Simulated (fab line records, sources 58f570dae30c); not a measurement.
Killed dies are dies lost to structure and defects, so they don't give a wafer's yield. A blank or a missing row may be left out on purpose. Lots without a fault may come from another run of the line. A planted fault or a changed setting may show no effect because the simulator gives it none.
One fault seen from 2 desks | flow berkeley_cmos170 | each desk has only its own numbers; what lay behind them comes last

THE TOOL OWNER'S DESK: rie_diel-04
The tool's own readings at UCB170_CONTACT_ETCH_18 (etches PSG in CHF3/CF4/Ar, stops on TiSi2, target depth 840 nm, time 195 s): means of the sampled wafers that have a number, for each lot that ran on this tool. A lot is out of limits, marked OUT, if its mean lies more than 4 standard deviations from the usual mean; the brackets give that distance.
Columns: A = drypump_motor_current_A at UCB170_CONTACT_ETCH_18, usual 5.8 A; B = oes_product_au at UCB170_CONTACT_ETCH_18, usual 0.894 a.u.; C = throttle_valve_pct at UCB170_CONTACT_ETCH_18, usual 6.95 %
lot  | first seen here | A   | B     | C
L972 | day 6 13:00     | 5.6 | 0.901 | 7.00
L990 | day 11 06:00    | 5.8 | 0.865 | 7.04
L993 | day 11 07:00    | 5.9 | 0.887 | 7.07
This desk's finding: nothing out of limits on any of the 3 lots.

THE METROLOGY DESK
What the gauges read, lot by lot, whatever tool the lot ran on: means of the sampled wafers that have a number. A lot is out of limits, marked OUT, if its mean lies more than 4 standard deviations from the usual mean; the brackets give that distance.
Columns: A = cd_nm at UCB170_CONTACT_CD_MEAS_15, usual 700.0 nm; B = CONTACT_OVL at UCB170_CONTACT_OVL_MEAS_16, usual -2 nm
lot  | first seen here | A     | B
L972 | day 6 13:47     | 699.6 | -9
L974 | day 7 01:25     | 699.7 | 2
L982 | day 9 11:16     | 699.5 | -4
L989 | day 11 03:02    | 700.0 | 0
L990 | day 11 05:59    | 698.9 | -2
L993 | day 11 06:50    | 700.0 | -6
This desk's finding: nothing out of limits on any of the 6 lots.

PUT TOGETHER
The tool owner's desk saw nothing out of limits.
The metrology desk saw nothing out of limits.

WHAT THE SIMULATOR HAD PUT IN
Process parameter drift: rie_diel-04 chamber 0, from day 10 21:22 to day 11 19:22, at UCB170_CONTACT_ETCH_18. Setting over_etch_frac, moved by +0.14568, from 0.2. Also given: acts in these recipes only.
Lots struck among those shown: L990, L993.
